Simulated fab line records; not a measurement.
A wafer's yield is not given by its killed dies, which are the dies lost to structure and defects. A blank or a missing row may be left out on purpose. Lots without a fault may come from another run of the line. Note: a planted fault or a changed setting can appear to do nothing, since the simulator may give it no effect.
Which tool did it? / flow berkeleyCmos170 / Sampling: 13 lots, 39 wafers, 2 of 331 route steps

== WHAT THE GAUGES SHOWED, per wafer ==
UCB170_V1_THK_MEAS_04.
lot=L345; measured=day 7 03:07; on=filmMetro-04; V1_POLISHED_THK (nm)=999.6 999.2 999.4
lot=L344; measured=day 7 03:08; on=filmMetro-01; V1_POLISHED_THK (nm)=998.3 1001.6 1001.1
lot=L346; measured=day 7 07:00; on=filmMetro-04; V1_POLISHED_THK (nm)=998.3 1000.9 1000.5
lot=L347; measured=day 8 02:41; on=filmMetro-02; V1_POLISHED_THK (nm)=1000.3 1000.1 999.3
lot=L348; measured=day 8 02:42; on=filmMetro-04; V1_POLISHED_THK (nm)=1001.4 1000.5 1002.3
lot=L354; measured=day 9 05:47; on=filmMetro-04; V1_POLISHED_THK (nm)=1001.5 1003.1 1001.5
lot=L360; measured=day 10 12:05; on=filmMetro-01; V1_POLISHED_THK (nm)=1000.2 1000.9 1001.0
lot=L361; measured=day 10 14:56; on=filmMetro-02; V1_POLISHED_THK (nm)=1002.0 1000.6 999.8
lot=L362; measured=day 11 06:57; on=filmMetro-04; V1_POLISHED_THK (nm)=999.1 999.2 999.5
lot=L363; measured=day 11 07:14; on=filmMetro-01; V1_POLISHED_THK (nm)=1001.6 998.7 998.7
lot=L365; measured=day 11 17:31; on=filmMetro-02; V1_POLISHED_THK (nm)=1000.4 999.8 1000.3
lot=L366; measured=day 11 17:34; on=filmMetro-04; V1_POLISHED_THK (nm)=1001.5 1002.4 1001.6
lot=L367; measured=day 11 21:52; on=filmMetro-02; V1_POLISHED_THK (nm)=998.9 999.9 1000.7

UCB170_M2_RS_MEAS_02: measures by four-point-probe.
lot=L345; measured=day 7 06:04; on=filmMetro-01; M2_AL_RS (ohm/sq)=0.0322 0.0327 0.0326
lot=L344; measured=day 7 06:18; on=filmMetro-03; M2_AL_RS (ohm/sq)=0.0325 0.0325 0.0323
lot=L346; measured=day 7 10:25; on=filmMetro-01; M2_AL_RS (ohm/sq)=0.0334 0.0332 0.0330
lot=L347; measured=day 8 06:13; on=filmMetro-01; M2_AL_RS (ohm/sq)=0.0325 0.0325 0.0326
lot=L348; measured=day 8 05:43; on=filmMetro-01; M2_AL_RS (ohm/sq)=0.0320 0.0322 0.0325
lot=L354; measured=day 9 08:10; on=filmMetro-01; M2_AL_RS (ohm/sq)=0.0318 0.0321 0.0320
lot=L360; measured=day 10 14:48; on=filmMetro-04; M2_AL_RS (ohm/sq)=0.0324 0.0328 0.0330
lot=L361; measured=day 10 16:53; on=filmMetro-01; M2_AL_RS (ohm/sq)=0.0324 0.0319 0.0324
lot=L362; measured=day 11 11:22; on=filmMetro-04; M2_AL_RS (ohm/sq)=0.0322 0.0323 0.0325
lot=L363; measured=day 11 10:47; on=filmMetro-01; M2_AL_RS (ohm/sq)=0.0318 0.0321 0.0324
lot=L365; measured=day 11 19:51; on=filmMetro-01; M2_AL_RS (ohm/sq)=0.0323 0.0323 0.0326
lot=L366; measured=day 11 20:08; on=filmMetro-03; M2_AL_RS (ohm/sq)=0.0325 0.0326 0.0326
lot=L367; measured=day 11 23:42; on=filmMetro-01; M2_AL_RS (ohm/sq)=0.0320 0.0325 0.0320

== WHICH TOOL RAN EACH LOT (tool, then ch and the chambers of the sampled wafers, then the start) ==
Before these readings, the record contains no process step.

== WHAT THE TOOLS THEMSELVES READ (means of the sampled wafers that have a number; where no wafer has one, the mark that the record gives instead) ==
The record holds no such reading with a usual standard deviation.

== THE ANSWER, worked out from the rows above alone ==
Rule: usual is defined by the lots themselves. Put in order of their means at a reading, lots are off if they are a third of the lots or fewer, leave a main group of 4 or more, and stand apart from it by a gap of 3 or more times the standard deviation of the main group's means; of several such gaps the widest counts. Not used: any main group whose means are identical at the precision the tables above print for the reading. A lot without any number at a reading at which 4 lots or more have one is off too. The other lots that the step has rows for count as sound. After the gauges, taken in route order, come the tools' own readings; for these a lot's mean is taken, as printed above. The first step at which some lot is off is used, and at that step the reading that is off furthest; a lot without a number counts as furthest.
No lot is off at any reading shown: from this, nothing can be told.

== WHAT THE SIMULATOR HAD PUT IN ==
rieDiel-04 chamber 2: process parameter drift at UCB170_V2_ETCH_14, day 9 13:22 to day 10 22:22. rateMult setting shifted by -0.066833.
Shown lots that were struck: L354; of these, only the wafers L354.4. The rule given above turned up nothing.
